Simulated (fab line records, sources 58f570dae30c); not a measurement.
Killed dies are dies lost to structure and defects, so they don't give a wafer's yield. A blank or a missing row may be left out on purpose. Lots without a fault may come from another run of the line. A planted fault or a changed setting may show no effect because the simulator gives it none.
Chamber matching | flow berkeley_cmos170 | UCB170_V1_CVD_00 on pecvd-02: 3 sister chambers
The step deposits SiO2 from TEOS/O2, target thk 2000 nm, time 250 s. 14 wafers are shown with their chamber, then 7 later ones without.

WAFERS WITH THEIR CHAMBER
wafer  | chamber | heater_power_w (W)
L605.1 | 1       | 206
L605.2 | 0       | 277
L605.5 | 0       | 214
L608.2 | 0       | 228
L608.3 | 1       | 177
L608.4 | 1       | 218
L609.4 | 0       | 217
L609.5 | 2       | 197
L609.6 | 1       | 227
L611.1 | 2       | 240
L611.2 | 0       | 261
L611.6 | 2       | 202
L613.1 | 1       | 199
L613.5 | 0       | 216

SIGNATURES (means of the wafers above)
reading        | chamber 0 | chamber 1 | chamber 2 | scatter within a chamber
heater_power_w | 235.50    | 205.40    | 213.00    | 23.7
Rule: a wafer's distance from a chamber is the root of the sum, over the readings, of the square of ((its reading less the chamber's mean) divided by the reading's scatter). The wafer belongs to the nearest chamber; if the next one is less than 2 further off, it can't be placed. The scatter: the root of (the sum of the squares of (reading less its chamber's mean) over the shown wafers, divided by (wafers less chambers)).

WAFERS WITHOUT THEIR CHAMBER
wafer  | heater_power_w (W)
L613.6 | 146
L616.4 | 204
L616.5 | 217
L616.6 | 210
L626.1 | 196
L626.4 | 203
L626.5 | 149

WHICH CHAMBER EACH WENT THROUGH
wafer  | from the rows above          | in truth
L613.6 | can't be placed: 1 or 2 or 0 | 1
L616.4 | can't be placed: 1 or 2 or 0 | 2
L616.5 | can't be placed: 2 or 1 or 0 | 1
L616.6 | can't be placed: 2 or 1 or 0 | 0
L626.1 | can't be placed: 1 or 2 or 0 | 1
L626.4 | can't be placed: 1 or 2 or 0 | 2
L626.5 | can't be placed: 1 or 2 or 0 | 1
Placed correctly: 0 of 7. Can't be placed from these rows: 7 (the true chamber is among the candidates in 7). Placed wrongly: 0.
